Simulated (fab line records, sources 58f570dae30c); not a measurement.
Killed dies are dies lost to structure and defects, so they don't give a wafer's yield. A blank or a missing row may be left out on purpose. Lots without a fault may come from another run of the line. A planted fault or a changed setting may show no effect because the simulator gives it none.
Which tool did it? | flow berkeley_cmos170 | 15 lots, 45 wafers sampled, at 4 steps of a route of 331

WHAT THE GAUGES READ, wafer by wafer
UCB170_NSD_TW_MEAS_10. Usual: NSD_TW 4209, standard deviation 23.
lot  | measured     | on            | NSD_TW         | flag
L894 | day 8 03:47  | film_metro-03 | 4249 4242 4251 |
L895 | day 8 22:17  | film_metro-04 | 4192 4176 4204 |
L897 | day 9 07:23  | film_metro-03 | 4203 4209 4187 |
L899 | day 9 21:50  | film_metro-02 | 4190 4193 4194 |
L903 | day 9 22:07  | film_metro-04 | 4212 4193 4219 |
L900 | day 9 22:29  | film_metro-04 | 4181 4204 4204 |
L909 | day 11 11:28 | film_metro-02 | 4206 4234 4197 |
L908 | day 11 11:46 | film_metro-03 | 4234 4211 4260 |
L907 | day 11 12:03 | film_metro-02 | 4235 4225 4203 |
L906 | day 11 12:19 | film_metro-03 | 4223 4248 4240 |
L910 | day 12 04:13 | film_metro-02 | 4198 4191 4167 |
L911 | day 12 04:31 | film_metro-04 | 4203 4217 4206 |
L914 | day 12 15:21 | film_metro-03 | 4221 4233 4230 |
L913 | day 12 15:55 | film_metro-02 | 4189 4180 4171 |
L912 | day 12 21:26 | film_metro-02 | 4192 4182 4196 |

UCB170_CONTACT_THK_MEAS_02. Usual: CONTACT_PSG_THK 685 nm, standard deviation 6.3.
lot  | measured     | on            | CONTACT_PSG_THK (nm) | flag
L894 | day 8 09:04  | film_metro-02 | 691 691 689          |
L895 | day 9 02:17  | film_metro-01 | 698 695 695          |
L897 | day 9 11:22  | film_metro-03 | 693 691 692          |
L899 | day 10 03:44 | film_metro-01 | 692 687 690          |
L903 | day 10 04:40 | film_metro-02 | 691 686 686          |
L900 | day 10 04:40 | film_metro-01 | 681 683 678          |
L909 | day 11 15:35 | film_metro-03 | 684 695 688          |
L908 | day 11 16:16 | film_metro-03 | 679 681 677          |
L907 | day 11 16:17 | film_metro-02 | 683 678 678          |
L906 | day 11 18:02 | film_metro-02 | 686 687 682          |
L910 | day 12 08:59 | film_metro-02 | 685 687 684          |
L911 | day 12 09:01 | film_metro-03 | 680 672 678          |
L914 | day 12 19:26 | film_metro-02 | 686 687 680          |
L913 | day 12 20:26 | film_metro-02 | 697 697 692          |
L912 | day 13 03:45 | film_metro-01 | 676 675 673          |

UCB170_CONTACT_OVL_MEAS_16. Usual: CONTACT_OVL -1 nm, standard deviation 5.9.
lot  | measured     | on         | CONTACT_OVL (nm) | flag
L894 | day 8 12:03  | overlay-01 | 0 5 -1           |
L895 | day 9 04:50  | overlay-02 | -6 -1 3          |
L897 | day 9 13:10  | overlay-02 | 6 2 9            |
L899 | day 10 06:55 | overlay-02 | -1 0 -14         |
L903 | day 10 07:11 | overlay-02 | 6 9 -1           |
L900 | day 10 07:28 | overlay-02 | -1 6 4           |
L909 | day 11 17:30 | overlay-02 | -2 2 6           |
L908 | day 11 18:45 | overlay-02 | -2 -5 4          |
L907 | day 11 18:29 | overlay-01 | 0 0 -10          |
L906 | day 11 19:59 | overlay-01 | -4 8 -2          |
L910 | day 12 11:58 | overlay-02 | -10 -1 -3        |
L911 | day 12 12:30 | overlay-02 | 1 -3 0           |
L914 | day 12 21:53 | overlay-01 | -16 -4 -6        |
L913 | day 12 22:17 | overlay-02 | 4 -2 2           |
L912 | day 13 06:15 | overlay-01 | -8 -3 8          |

WHICH TOOL RAN EACH LOT (tool, then ch and the chambers of the sampled wafers, then the start)
lot  | UCB170_CONTACT_CLEAN_00
L894 | wet_bench-01 ch 3, day 8 06:38
L895 | wet_bench-02 ch 0, day 9 00:18
L897 | wet_bench-01 ch 2, day 9 09:22
L899 | wet_bench-02 ch 1, day 10 00:53
L903 | wet_bench-02 ch 3, day 10 01:15
L900 | wet_bench-02 ch 1, day 10 01:52
L909 | wet_bench-02 ch 2, day 11 13:38
L908 | wet_bench-02 ch 1, day 11 13:50
L907 | wet_bench-02 ch 0, day 11 14:05
L906 | wet_bench-02 ch 3, day 11 14:21
L910 | wet_bench-01 ch 3, day 12 06:13
L911 | wet_bench-01 ch 2, day 12 06:26
L914 | wet_bench-02 ch 1, day 12 17:28
L913 | wet_bench-02 ch 0, day 12 17:52
L912 | wet_bench-04 ch 2, day 13 01:47
- UCB170_CONTACT_CLEAN_00: cleans in SPM, time 600 s.

WHAT THE TOOLS THEMSELVES READ (means of the sampled wafers that have a number; where no wafer has one, the mark that the record gives instead)
UCB170_CONTACT_CLEAN_00. Usual: bath_guard_temp_C 120.2 C, standard deviation 0.33; bath_heat_duty_pct 12.2 %, standard deviation 1.1.
lot  | tool         | bath_guard_temp_C (C) | bath_heat_duty_pct (%) | flag
L894 | wet_bench-01 | 120.0                 | 11.4                   |
L895 | wet_bench-02 | 120.3                 | 13.6                   |
L897 | wet_bench-01 | 120.1                 | 13.0                   |
L899 | wet_bench-02 | 120.2                 | 11.7                   |
L903 | wet_bench-02 | 120.5                 | 12.5                   |
L900 | wet_bench-02 | 120.4                 | 10.7                   |
L909 | wet_bench-02 | 120.5                 | 13.0                   |
L908 | wet_bench-02 | -                     | -                      | OFF
L907 | wet_bench-02 | -                     | -                      | OFF
L906 | wet_bench-02 | -                     | -                      | OFF
L910 | wet_bench-01 | 119.9                 | 11.2                   |
L911 | wet_bench-01 | 120.2                 | 12.7                   |
L914 | wet_bench-02 | 120.0                 | 11.1                   |
L913 | wet_bench-02 | 120.4                 | 12.8                   |
L912 | wet_bench-04 | 119.3                 | 12.7                   |

THE ANSWER, worked out from the rows above alone
Rule: a lot is off if the mean of its wafers that have a number lies more than 3 standard deviations from the usual mean. A lot without any number at a reading at which 4 lots or more have one is off too. The other lots that the step has rows for count as sound. The gauges are gone through in route order, then the tools' own readings, and for those a lot's mean is taken as printed above. The first step at which some lot is off is used, and at that step the reading that is off furthest; a lot without a number counts as furthest.
Off: L908, L907, L906, at UCB170_CONTACT_CLEAN_00 (bath_guard_temp_C). Without a number there: L908, L907, L906.
A tool fits if, at that step or a process step before it, it ran every lot that is off, and no sound lot after the first of them. None of those tried fits.

WHAT THE SIMULATOR HAD PUT IN
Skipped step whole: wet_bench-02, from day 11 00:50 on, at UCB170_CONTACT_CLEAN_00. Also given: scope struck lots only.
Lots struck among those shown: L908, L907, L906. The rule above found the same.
